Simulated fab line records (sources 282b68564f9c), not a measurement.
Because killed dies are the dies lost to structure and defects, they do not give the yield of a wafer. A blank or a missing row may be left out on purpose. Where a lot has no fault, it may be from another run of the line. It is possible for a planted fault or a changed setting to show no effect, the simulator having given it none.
Which tool did it? :: flow rit cmos :: Sampling: 15 lots, 45 wafers, 5 of 202 route steps

WHAT EACH GAUGE READ, for each wafer
RIT_PWELL_OVL_MEAS_06.
lot: L200
measured: day 2 00:10
on: overlay-02
PWELL_OVL (nm): -0.3 -0.1 -0.9

lot: L201
measured: day 2 06:03
on: overlay-02
PWELL_OVL (nm): -0.9 -3.4 -1.9

lot: L202
measured: day 2 11:39
on: overlay-01
PWELL_OVL (nm): 2.1 0.0 -0.3

lot: L203
measured: day 2 14:35
on: overlay-02
PWELL_OVL (nm): 3.6 3.3 3.0

lot: L204
measured: day 2 20:24
on: overlay-02
PWELL_OVL (nm): 1.9 3.2 2.7

lot: L205
measured: day 3 01:43
on: overlay-02
PWELL_OVL (nm): 0.0 2.2 1.4

lot: L206
measured: day 3 06:08
on: overlay-01
PWELL_OVL (nm): 0.1 1.2 0.2

lot: L207
measured: day 3 09:40
on: overlay-01
PWELL_OVL (nm): -1.2 -0.4 -1.5

lot: L210
measured: day 4 01:24
on: overlay-01
PWELL_OVL (nm): 3.0 1.4 2.0

lot: L213
measured: day 4 15:50
on: overlay-02
PWELL_OVL (nm): 3.1 2.6 2.6

lot: L216
measured: day 5 08:18
on: overlay-01
PWELL_OVL (nm): 4.2 2.1 0.9

lot: L218
measured: day 5 18:30
on: overlay-02
PWELL_OVL (nm): -1.6 -1.3 -1.7

lot: L219
measured: day 5 22:02
on: overlay-01
PWELL_OVL (nm): 0.6 1.2 0.4

lot: L221
measured: day 6 07:02
on: overlay-01
PWELL_OVL (nm): 1.1 0.7 1.0

lot: L223
measured: day 6 17:31
on: overlay-01
PWELL_OVL (nm): -0.1 1.1 1.1

RIT_PLDD_OVL_MEAS_06.
lot: L200
measured: day 3 00:05
on: overlay-02
PLDD_OVL (nm): 0.0 1.2 0.3

lot: L201
measured: day 3 05:52
on: overlay-02
PLDD_OVL (nm): -0.4 0.3 -0.4

lot: L202
measured: day 3 09:28
on: overlay-02
PLDD_OVL (nm): 1.1 -0.4 1.1

lot: L203
measured: day 3 11:53
on: overlay-01
PLDD_OVL (nm): -1.8 0.5 0.0

lot: L204
measured: day 3 19:45
on: overlay-01
PLDD_OVL (nm): - - - - - -

lot: L205
measured: day 4 00:17
on: overlay-01
PLDD_OVL (nm): 1.2 -0.8 -0.5

lot: L206
measured: day 4 03:08
on: overlay-01
PLDD_OVL (nm): - - - - - -

lot: L207
measured: day 4 06:49
on: overlay-02
PLDD_OVL (nm): 0.1 1.8 0.2

lot: L210
measured: day 5 01:11
on: overlay-02
PLDD_OVL (nm): - - - - - -

lot: L213
measured: day 5 15:01
on: overlay-01
PLDD_OVL (nm): 0.3 -0.2 -0.8

lot: L216
measured: day 6 07:04
on: overlay-02
PLDD_OVL (nm): 0.2 1.5 2.8

lot: L218
measured: day 6 17:11
on: overlay-02
PLDD_OVL (nm): -1.9 0.6 -0.3

lot: L219
measured: day 6 20:45
on: overlay-01
PLDD_OVL (nm): 1.0 1.6 1.2

lot: L221
measured: day 7 05:51
on: overlay-01
PLDD_OVL (nm): 2.6 0.2 2.3

lot: L223
measured: day 7 15:32
on: overlay-02
PLDD_OVL (nm): 2.2 1.6 0.0

RIT_NSD_TW_MEAS_10.
lot: L200
measured: day 3 04:31
on: film metro-04
NSD_TW: 3109 3126 3110

lot: L201
measured: day 3 10:24
on: film metro-03
NSD_TW: 3156 3162 3169

lot: L202
measured: day 3 14:44
on: film metro-04
NSD_TW: 3125 3122 3118

lot: L203
measured: day 3 16:26
on: film metro-01
NSD_TW: 3079 3086 3090

lot: L205
measured: day 4 04:56
on: film metro-04
NSD_TW: 3148 3130 3133

lot: L207
measured: day 4 11:22
on: film metro-01
NSD_TW: 3119 3152 3132

lot: L213
measured: day 5 19:34
on: film metro-04
NSD_TW: 3125 3128 3127

lot: L216
measured: day 6 12:48
on: film metro-04
NSD_TW: 3160 3151 3166

lot: L218
measured: day 6 22:43
on: film metro-04
NSD_TW: 3118 3160 3133

lot: L219
measured: day 7 02:16
on: film metro-03
NSD_TW: 3126 3153 3155

lot: L221
measured: day 7 10:35
on: film metro-04
NSD_TW: 3144 3118 3143

lot: L223
measured: day 7 20:07
on: film metro-03
NSD_TW: 3138 3148 3151

EACH LOT AND THE TOOL THAT RAN IT (in order: tool; ch and the chambers of the sampled wafers; start)
lot: L200
RIT_GATE_STRIP_20: plasma asher-04 ch 0,1, day 2 16:20
RIT_PLDD_EXPOSE_03: iline stepper-01 ch 0, day 2 23:41

lot: L201
RIT_GATE_STRIP_20: plasma asher-04 ch 1, day 2 23:49
RIT_PLDD_EXPOSE_03: iline stepper-02 ch 0, day 3 05:16

lot: L202
RIT_GATE_STRIP_20: plasma asher-01 ch 0,1, day 3 02:41
RIT_PLDD_EXPOSE_03: iline stepper-01 ch 0, day 3 09:05

lot: L203
RIT_GATE_STRIP_20: plasma asher-01 ch 0,1, day 3 05:41
RIT_PLDD_EXPOSE_03: iline stepper-02 ch 0, day 3 11:29

lot: L204
RIT_GATE_STRIP_20: plasma asher-03 ch 0,1, day 3 12:48
RIT_PLDD_EXPOSE_03: iline stepper-02 ch 0, day 3 19:22

lot: L205
RIT_GATE_STRIP_20: plasma asher-01 ch 0,1, day 3 18:13
RIT_PLDD_EXPOSE_03: iline stepper-01 ch 0, day 3 23:47

lot: L206
RIT_GATE_STRIP_20: plasma asher-04 ch 0,1, day 3 21:14
RIT_PLDD_EXPOSE_03: iline stepper-02 ch 0, day 4 02:47

lot: L207
RIT_GATE_STRIP_20: plasma asher-03 ch 0,1, day 4 01:10
RIT_PLDD_EXPOSE_03: iline stepper-01 ch 0, day 4 06:27

lot: L210
RIT_GATE_STRIP_20: plasma asher-04 ch 0,1, day 4 18:32
RIT_PLDD_EXPOSE_03: iline stepper-02 ch 0, day 5 00:47

lot: L213
RIT_GATE_STRIP_20: plasma asher-01 ch 0,1, day 5 08:26
RIT_PLDD_EXPOSE_03: iline stepper-01 ch 0, day 5 14:37

lot: L216
RIT_GATE_STRIP_20: plasma asher-01 ch 0,1, day 6 00:33
RIT_PLDD_EXPOSE_03: iline stepper-01 ch 0, day 6 06:42

lot: L218
RIT_GATE_STRIP_20: plasma asher-04 ch 0,1, day 6 11:04
RIT_PLDD_EXPOSE_03: iline stepper-01 ch 0, day 6 16:48

lot: L219
RIT_GATE_STRIP_20: plasma asher-04 ch 0,1, day 6 14:08
RIT_PLDD_EXPOSE_03: iline stepper-01 ch 0, day 6 20:22

lot: L221
RIT_GATE_STRIP_20: plasma asher-03 ch 0,1, day 7 00:00
RIT_PLDD_EXPOSE_03: iline stepper-01 ch 0, day 7 05:29

lot: L223
RIT_GATE_STRIP_20: plasma asher-01 ch 0,1, day 7 09:52
RIT_PLDD_EXPOSE_03: iline stepper-01 ch 0, day 7 15:08
- RIT_GATE_STRIP_20: strips in O2, time 180 s.
- RIT_PLDD_EXPOSE_03: exposes mask M8, target cd 40900 nm.

WHAT THE TOOLS THEMSELVES READ (means of the sampled wafers that have a number; where no wafer has one, the mark that the record gives instead)
RIT_GATE_STRIP_20.
lot: L200
tool: plasma asher-04
drypump motor current A (A): 5.7

lot: L201
tool: plasma asher-04
drypump motor current A (A): 5.5

lot: L202
tool: plasma asher-01
drypump motor current A (A): 5.9

lot: L203
tool: plasma asher-01
drypump motor current A (A): 5.4

lot: L204
tool: plasma asher-03
drypump motor current A (A): 5.8

lot: L205
tool: plasma asher-01
drypump motor current A (A): 5.5

lot: L206
tool: plasma asher-04
drypump motor current A (A): 5.7

lot: L207
tool: plasma asher-03
drypump motor current A (A): 5.9

lot: L210
tool: plasma asher-04
drypump motor current A (A): 6.0

lot: L213
tool: plasma asher-01
drypump motor current A (A): 5.4

lot: L216
tool: plasma asher-01
drypump motor current A (A): 5.5

lot: L218
tool: plasma asher-04
drypump motor current A (A): 5.7

lot: L219
tool: plasma asher-04
drypump motor current A (A): 5.7

lot: L221
tool: plasma asher-03
drypump motor current A (A): 5.8

lot: L223
tool: plasma asher-01
drypump motor current A (A): 5.8

RIT_PLDD_EXPOSE_03.
lot: L200
tool: iline stepper-01
exposure dose mJ cm2: 249.66

lot: L201
tool: iline stepper-02
exposure dose mJ cm2: 249.91

lot: L202
tool: iline stepper-01
exposure dose mJ cm2: 250.08

lot: L203
tool: iline stepper-02
exposure dose mJ cm2: 250.19

lot: L204
tool: iline stepper-02
exposure dose mJ cm2: 250.13

lot: L205
tool: iline stepper-01
exposure dose mJ cm2: 250.00

lot: L206
tool: iline stepper-02
exposure dose mJ cm2: 249.94

lot: L207
tool: iline stepper-01
exposure dose mJ cm2: 249.98

lot: L210
tool: iline stepper-02
exposure dose mJ cm2: 250.26

lot: L213
tool: iline stepper-01
exposure dose mJ cm2: 250.26

lot: L216
tool: iline stepper-01
exposure dose mJ cm2: 250.01

lot: L218
tool: iline stepper-01
exposure dose mJ cm2: 250.00

lot: L219
tool: iline stepper-01
exposure dose mJ cm2: 249.98

lot: L221
tool: iline stepper-01
exposure dose mJ cm2: 249.89

lot: L223
tool: iline stepper-01
exposure dose mJ cm2: 250.22

THE ANSWER, worked out from the rows above alone
Rule: the usual values come from the lots themselves. Put in order of their means at a reading, lots are off if they are a third of the lots or fewer, leave a main group of 4 or more, and stand apart from it by a gap of 3 or more times the standard deviation of the main group's means; of several such gaps the widest counts. Not used: any main group whose means are identical at the precision the tables above print for the reading. A lot without any number at a reading at which 4 lots or more have one is off too. Any other lot the step has rows for is counted as sound. First the gauges in route order, then the tools' own readings, where a lot's mean is used as printed above. The first step at which some lot is off is used, and at that step the reading that is off furthest; a lot without a number counts as furthest.
Off: L204, L206, L210, at RIT_PLDD_OVL_MEAS_06 (PLDD_OVL). Without a number there: L204, L206, L210. Mean 0.5 nm and standard deviation 0.76 in the main group.
If a tool, at a process step before that reading, ran all the lots that are off and no sound lot after the first of them, it fits. Gauges at RIT_PLDD_OVL_MEAS_06: tried the same way as those tools. One fits: RIT_PLDD_EXPOSE_03 on iline stepper-02. A fault onset in the window from L203 (day 3 11:29, its last sound lot) to L204 (day 3 19:22, its first lot off) fits.

WHAT WAS PUT IN BY THE SIMULATOR
Scanner matching overlay: iline stepper-02, from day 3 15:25 on, at RIT_PLDD_EXPOSE_03. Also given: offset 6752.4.
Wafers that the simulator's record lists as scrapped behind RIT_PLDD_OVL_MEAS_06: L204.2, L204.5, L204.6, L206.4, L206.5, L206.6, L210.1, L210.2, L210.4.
Shown lots that were struck: L204, L206, L210. This agrees with what the rule above found.
